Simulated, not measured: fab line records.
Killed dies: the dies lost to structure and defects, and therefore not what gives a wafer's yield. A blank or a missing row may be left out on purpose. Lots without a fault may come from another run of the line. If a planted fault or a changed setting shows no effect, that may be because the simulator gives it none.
Matching of chambers    flow berkeley cmos170    4 sister chambers for UCB170_CONTACT_ETCH_17 on rie diel-04
The step etches BARC in N2/H2. 16 wafers are shown with their chamber, then 8 later ones without.

## WAFERS, EACH WITH ITS CHAMBER
wafer   chamber  throttle valve pct (%)  oes product au (a.u.)  drypump motor current A (A)
L114.1  2        13.10                   1.000                  6.1
L114.2  3        13.33                   0.996                  5.9
L114.4  2        13.10                   0.993                  6.2
L117.1  1        13.25                   1.042                  6.3
L117.2  2        13.10                   0.992                  6.2
L117.4  2        13.12                   0.993                  6.2
L121.2  0        13.19                   0.987                  5.9
L121.4  3        13.33                   0.977                  5.9
L121.5  2        13.11                   1.000                  6.2
L126.2  3        13.33                   0.987                  5.9
L126.3  0        13.20                   0.978                  5.8
L126.6  3        13.33                   0.976                  6.0
L124.2  3        13.33                   0.986                  6.0
L124.4  0        13.21                   0.983                  5.8
L124.6  3        13.33                   0.980                  5.9
L125.3  3        13.32                   0.982                  5.9

SIGNATURES (averages over the wafers above)
reading                  chamber 0  chamber 1  chamber 2  chamber 3  scatter within a chamber
throttle valve pct       13.2000    13.2500    13.1060    13.3286    0.0071
oes product au           0.98267    1.04200    0.99560    0.98343    0.00573
drypump motor current A  5.833      6.300      6.180      5.929      0.0491
Rule: for a wafer and a chamber, the distance is found by dividing, reading by reading, the gap between the wafer's reading and the chamber's mean by the reading's scatter, squaring, summing and taking the root. If the next closest chamber is less than 2 further off than the closest, the wafer can't be placed; otherwise it belongs to the closest. The scatter: the root of (the sum of the squares of (reading less its chamber's mean) over the shown wafers, divided by (wafers less chambers)).

## WAFERS WITH NO CHAMBER GIVEN
wafer   throttle valve pct (%)  oes product au (a.u.)  drypump motor current A (A)
L125.4  13.20                   0.995                  5.8
L125.5  13.10                   0.986                  6.2
L127.3  13.24                   1.034                  6.3
L127.4  13.13                   0.997                  6.2
L127.6  13.25                   1.048                  6.3
L130.3  13.25                   1.033                  6.3
L130.5  13.34                   0.990                  5.9
L130.6  13.10                   0.981                  6.1

## CHAMBER TAKEN BY EACH
wafer   from the rows above  in truth
L125.4  0                    0
L125.5  2                    2
L127.3  1                    1
L127.4  2                    2
L127.6  1                    1
L130.3  1                    1
L130.5  3                    3
L130.6  2                    2
8 of 8 placed correctly. From these rows, 0 cannot be placed. 0 placed wrongly.
